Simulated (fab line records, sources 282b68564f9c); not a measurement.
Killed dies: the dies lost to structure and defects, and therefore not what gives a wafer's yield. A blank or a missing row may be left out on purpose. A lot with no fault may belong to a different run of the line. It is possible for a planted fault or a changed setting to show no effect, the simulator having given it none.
The tool behind it: which one? | flow ritCmos | Sampling: 15 lots, 45 wafers, 5 of 202 route steps

WHAT EACH GAUGE READ, for each wafer
RIT_FOX2_THK_MEAS_90. Usual: FIELD_OXIDE_LEFT_1_THK 326 nm, standard deviation 7.3.
lot  | measured    | on           | FIELD_OXIDE_LEFT_1_THK (nm) | flag
L751 | day 1 20:18 | filmMetro-02 | 323 318 323                 | 
L752 | day 2 02:19 | filmMetro-02 | 308 315 316                 | 
L753 | day 2 07:57 | filmMetro-04 | 329 322 333                 | 
L754 | day 2 14:27 | filmMetro-03 | 322 325 323                 | 
L757 | day 3 07:22 | filmMetro-04 | 334 330 333                 | 
L758 | day 3 11:41 | filmMetro-04 | 319 319 324                 | 
L759 | day 3 15:47 | filmMetro-03 | 338 334 332                 | 
L760 | day 3 19:45 | filmMetro-03 | 328 328 330                 | 
L761 | day 3 23:49 | filmMetro-03 | 333 337 336                 | 
L766 | day 5 03:19 | filmMetro-04 | 335 327 335                 | 
L768 | day 5 08:58 | filmMetro-02 | 323 318 323                 | 
L769 | day 5 17:21 | filmMetro-02 | 317 318 313                 | 
L770 | day 5 21:36 | filmMetro-03 | 334 328 326                 | 
L771 | day 6 01:44 | filmMetro-03 | 324 324 318                 | 
L773 | day 6 11:22 | filmMetro-02 | 332 332 329                 | 

RIT_PRETRO_OVL_MEAS_06. Usual: PRETRO_OVL -0.2 nm, standard deviation 1.2.
lot  | measured    | on         | PRETRO_OVL (nm) | flag
L751 | day 2 07:35 | overlay-02 | 0.5 1.3 -1.4    | 
L752 | day 2 13:58 | overlay-01 | -1.3 0.3 -0.9   | 
L753 | day 2 23:21 | overlay-01 | -1.3 -1.7 -0.6  | 
L754 | day 3 04:47 | overlay-01 | 1.1 0.4 0.1     | 
L757 | day 3 19:20 | overlay-01 | -2.1 -2.6 -2.7  | 
L758 | day 4 00:37 | overlay-02 | 0.1 -1.3 -1.8   | 
L759 | day 4 03:52 | overlay-01 | -0.8 -0.2 0.6   | 
L760 | day 4 08:50 | overlay-02 | -1.3 -1.0 -1.0  | 
L761 | day 4 11:28 | overlay-02 | 0.2 0.5 1.8     | 
L766 | day 5 15:22 | overlay-02 | 1.5 0.8 3.3     | 
L768 | day 5 21:04 | overlay-02 | 1.1 0.2 1.3     | 
L769 | day 6 05:35 | overlay-02 | 2.3 2.2 1.1     | 
L770 | day 6 10:04 | overlay-01 | -2.0 -1.5 -1.2  | 
L771 | day 6 14:22 | overlay-01 | -0.8 0.1 0.0    | 
L773 | day 6 22:40 | overlay-01 | 0.0 1.0 -0.7    | 

RIT_GATE_THK_MEAS_07. Usual: GATE_OXIDE_THK 3.04 nm, standard deviation 0.063.
lot  | measured    | on           | GATE_OXIDE_THK (nm) | flag
L751 | day 2 17:22 | filmMetro-03 | 2.99 3.00 3.04      | 
L752 | day 3 00:34 | filmMetro-04 | 2.97 3.00 2.98      | 
L753 | day 3 04:38 | filmMetro-04 | 3.09 3.13 3.05      | 
L754 | day 3 08:55 | filmMetro-03 | 2.99 3.00 2.96      | 
L757 | day 3 23:11 | filmMetro-02 | 3.16 3.14 3.15      | 
L758 | day 4 06:19 | filmMetro-03 | 3.56 3.62 3.56      | OFF
L759 | day 4 08:57 | filmMetro-03 | 3.48 3.51 3.50      | OFF
L760 | day 4 15:01 | filmMetro-03 | 3.45 3.45 3.52      | OFF
L761 | day 4 15:57 | filmMetro-02 | 3.01 3.02 3.01      | 
L766 | day 5 20:58 | filmMetro-03 | 2.96 2.99 3.00      | 
L768 | day 5 23:49 | filmMetro-03 | 3.07 3.00 3.02      | 
L769 | day 6 09:58 | filmMetro-02 | 3.04 3.02 3.04      | 
L770 | day 6 12:32 | filmMetro-04 | 3.03 2.95 2.96      | 
L771 | day 7 00:32 | filmMetro-03 | 3.00 3.03 3.16      | 
L773 | day 7 02:07 | filmMetro-03 | 3.01 3.01 2.99      | 

RIT_CONTACT_THK_MEAS_01. Usual: CONTACT_TEOS_THK 401 nm, standard deviation 5.8.
lot  | measured    | on           | CONTACT_TEOS_THK (nm) | flag
L751 | day 3 13:05 | filmMetro-01 | 392 403 405           | 
L752 | day 3 17:24 | filmMetro-01 | 394 402 408           | 
L753 | day 3 21:44 | filmMetro-01 | 401 393 403           | 
L754 | day 4 02:47 | filmMetro-02 | 400 391 401           | 
L757 | day 4 18:58 | filmMetro-01 | 392 404 406           | 
L758 | day 5 02:02 | filmMetro-01 | 397 399 404           | 
L759 | day 5 02:26 | filmMetro-01 | 400 405 407           | 
L760 | day 5 08:13 | filmMetro-01 | 407 405 403           | 
L761 | day 5 09:40 | filmMetro-01 | 403 411 407           | 
L766 | day 6 13:34 | filmMetro-03 | 398 405 411           | 
L768 | day 6 17:11 | filmMetro-01 | 399 397 396           | 
L769 | day 7 08:44 | filmMetro-02 | 398 405 402           | 
L770 | day 7 06:09 | filmMetro-03 | 401 399 401           | 
L771 | day 8 05:11 | filmMetro-02 | 392 397 405           | 
L773 | day 8 05:35 | filmMetro-01 | 407 410 410           | 

TOOL THAT RAN EACH LOT (tool first, then ch and the chambers of the sampled wafers, then the start)
lot  | RIT_GATE_OXIDATION_05
L751 | furnace-01 ch 0, day 2 11:10
L752 | furnace-04 ch 0, day 2 18:40
L753 | furnace-04 ch 0, day 3 02:29
L754 | furnace-01 ch 0, day 3 06:29
L757 | furnace-01 ch 0, day 3 20:37
L758 | furnace-01 ch 0, day 4 03:03
L759 | furnace-01 ch 0, day 4 06:19
L760 | furnace-01 ch 0, day 4 12:11
L761 | furnace-03 ch 0, day 4 13:39
L766 | furnace-04 ch 0, day 5 18:20
L768 | furnace-03 ch 0, day 5 22:28
L769 | furnace-03 ch 0, day 6 08:38
L770 | furnace-04 ch 0, day 6 11:13
L771 | furnace-03 ch 0, day 6 19:57
L773 | furnace-03 ch 0, day 7 00:31
- RIT_GATE_OXIDATION_05: target thk 3 nm, ox time 270 s.

AS READ BY THE TOOLS THEMSELVES (means over the sampled wafers that have a number; for cases with no such wafer, the mark the record gives instead)
RIT_GATE_OXIDATION_05. Usual: 900.01 C for tubeCenterTempC, sd 0.077.
lot  | tool       | tubeCenterTempC (C) | flag
L751 | furnace-01 | 899.97              | 
L752 | furnace-04 | 899.99              | 
L753 | furnace-04 | 900.08              | 
L754 | furnace-01 | 900.05              | 
L757 | furnace-01 | 900.03              | 
L758 | furnace-01 | 900.08              | 
L759 | furnace-01 | 900.05              | 
L760 | furnace-01 | 899.98              | 
L761 | furnace-03 | 899.93              | 
L766 | furnace-04 | 900.00              | 
L768 | furnace-03 | 900.03              | 
L769 | furnace-03 | 900.01              | 
L770 | furnace-04 | 900.05              | 
L771 | furnace-03 | 899.91              | 
L773 | furnace-03 | 899.96              | 

THE ANSWER, worked out from the rows above alone
Rule: a lot counts as off when the mean over its wafers that have a number is more than 3 standard deviations away from the usual mean. Also off: a lot with no number at a reading for which 4 or more lots have one. Where the step has rows for the other lots, those lots are counted as sound. Order of review: gauges by route order, followed by the tools' own readings, for which a lot's mean as printed above is used. At the first step where some lot is off, the reading lying furthest off is the one used; lots without a number count as furthest.
Off: L758, L759, L760, seen at RIT_GATE_THK_MEAS_07 (GATE_OXIDE_THK).
If a tool, at a process step before that reading, ran all the lots that are off and no sound lot after the first of them, it fits. Gauges at RIT_GATE_THK_MEAS_07: tried the same way as those tools. One fits: furnace-01 at RIT_GATE_OXIDATION_05. A fault onset in the window from L757 (day 3 20:37, its last sound lot) to L758 (day 4 03:03, its first lot off) fits.

WHAT THE SIMULATOR HAD PUT IN
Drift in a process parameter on furnace-01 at RIT_GATE_OXIDATION_05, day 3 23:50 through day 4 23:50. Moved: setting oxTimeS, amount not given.
Lots struck among those shown: L758, L759, L760. Same finding as the rule above.
